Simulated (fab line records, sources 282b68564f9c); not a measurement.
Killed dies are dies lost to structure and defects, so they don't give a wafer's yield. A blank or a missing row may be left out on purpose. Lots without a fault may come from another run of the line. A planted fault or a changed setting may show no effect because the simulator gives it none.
Split-lot experiment | flow rit_cmos | 5 lots, 23 wafers read, on a route of 202 steps

THE SPLIT
At RIT_NLDD_IMPLANT_08, the setting dose_cm2 was moved away from the recipe's 5e+14 on 8 of the 23 wafers read, by -4.0% to +5.3%. The other wafers ran this setting at the recipe's value.

FROM THE SPLIT TO THE READING: what the file shows between them, 1 step
- RIT_NLDD_STRIP_09: strips in O2, time 180 s

THE READING
NLDD_TW, at RIT_NLDD_TW_MEAS_10. Fault-free wafers of this fab line usually give 2443, standard deviation 10.

wafer  | tool, chamber at the split | dose_cm2 as run | against the recipe | NLDD_TW | against lot-mates on the recipe
L074.1 | implanter-03, 0            | 5.263e+14       | +5.3%              | 2476    | +34
L074.2 | implanter-03, 0            | 5.263e+14       | +5.3%              | 2463    | +21
L074.3 | implanter-03, 0            | 5.263e+14       | +5.3%              | 2477    | +35
L074.4 | implanter-03, 0            | 5e+14           | recipe             | 2436    | -
L074.6 | implanter-03, 0            | 5e+14           | recipe             | 2448    | -
L075.1 | implanter-02, 0            | 5e+14           | recipe             | 2439    | -
L075.2 | implanter-02, 0            | 5e+14           | recipe             | 2421    | -
L075.4 | implanter-02, 0            | 5e+14           | recipe             | 2432    | -
L075.5 | implanter-02, 0            | 5e+14           | recipe             | 2443    | -
L075.6 | implanter-02, 0            | 5e+14           | recipe             | 2427    | -
L078.1 | implanter-03, 0            | 5e+14           | recipe             | 2439    | -
L078.3 | implanter-03, 0            | 5e+14           | recipe             | 2442    | -
L078.4 | implanter-03, 0            | 5e+14           | recipe             | 2449    | -
L080.1 | implanter-02, 0            | 5e+14           | recipe             | 2440    | -
L080.2 | implanter-02, 0            | 4.799e+14       | -4.0%              | 2416    | -28
L080.3 | implanter-02, 0            | 4.799e+14       | -4.0%              | 2417    | -28
L080.4 | implanter-02, 0            | 4.799e+14       | -4.0%              | 2414    | -30
L080.6 | implanter-02, 0            | 5e+14           | recipe             | 2449    | -
L084.1 | implanter-01, 0            | 5e+14           | recipe             | 2446    | -
L084.2 | implanter-01, 0            | 5.257e+14       | +5.1%              | 2456    | +21
L084.3 | implanter-01, 0            | 5e+14           | recipe             | 2432    | -
L084.4 | implanter-01, 0            | 5e+14           | recipe             | 2427    | -
L084.5 | implanter-01, 0            | 5.257e+14       | +5.1%              | 2454    | +19

THE FIT
A straight line over all 23 wafers: NLDD_TW changes by +5.34 for each +1% of dose_cm2; r = +0.88; the points scatter about the line by 8.5.
The same after taking each lot's own level away (the mean of its wafers on the recipe; 23 wafers): +5.69 for each +1%; r = +0.92; scatter 7.
On that fit, the largest move of dose_cm2 shifts the reading by 30.
The lots' own levels span 2432.4 to 2444.5, that is 1.2 times the standard deviation above.
So the lot-to-lot level changes the slope little: the two slopes agree.
Check: with one of the wafers moved furthest among these (+5.3%) left out of the fit, the line predicts +27.2 for it against its lot-mates. It came out at +34 against them.

OTHER SPLITS ON THESE WAFERS
These wafers also went through other splits before the reading. Each is held against what the fit with the lots' levels taken away leaves over:
other split on the same wafers       | wafers away from the commonest value | r with NLDD_TW (lot level and that fit taken away)
RIT_ACTIVE_OXIDATION_01 ox_time_s    | 18                                   | +0.18
RIT_ACTIVE_DEVELOP_10 develop_time_s | 11                                   | +0.22
RIT_FOX2_OXIDATION_00 ox_time_s      | 10                                   | +0.03
RIT_PWELL_COAT_01 resist_thk_nm      | 11                                   | +0.27
RIT_PWELL_IMPLANT_08 energy_kev      | 4                                    | +0.22
RIT_NRETRO_COAT_01 resist_thk_nm     | 7                                    | +0.00
RIT_GATE_OXIDATION_05 ox_time_s      | 10                                   | +0.05
RIT_GATE_DEVELOP_15 dev_temp_c       | 5                                    | +0.13
RIT_NLDD_COAT_01 spin_rpm            | 8                                    | +0.23

THE FILE'S OWN FIT
NLDD_TW changes by +5.37 for each +1% of dose_cm2, r = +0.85.
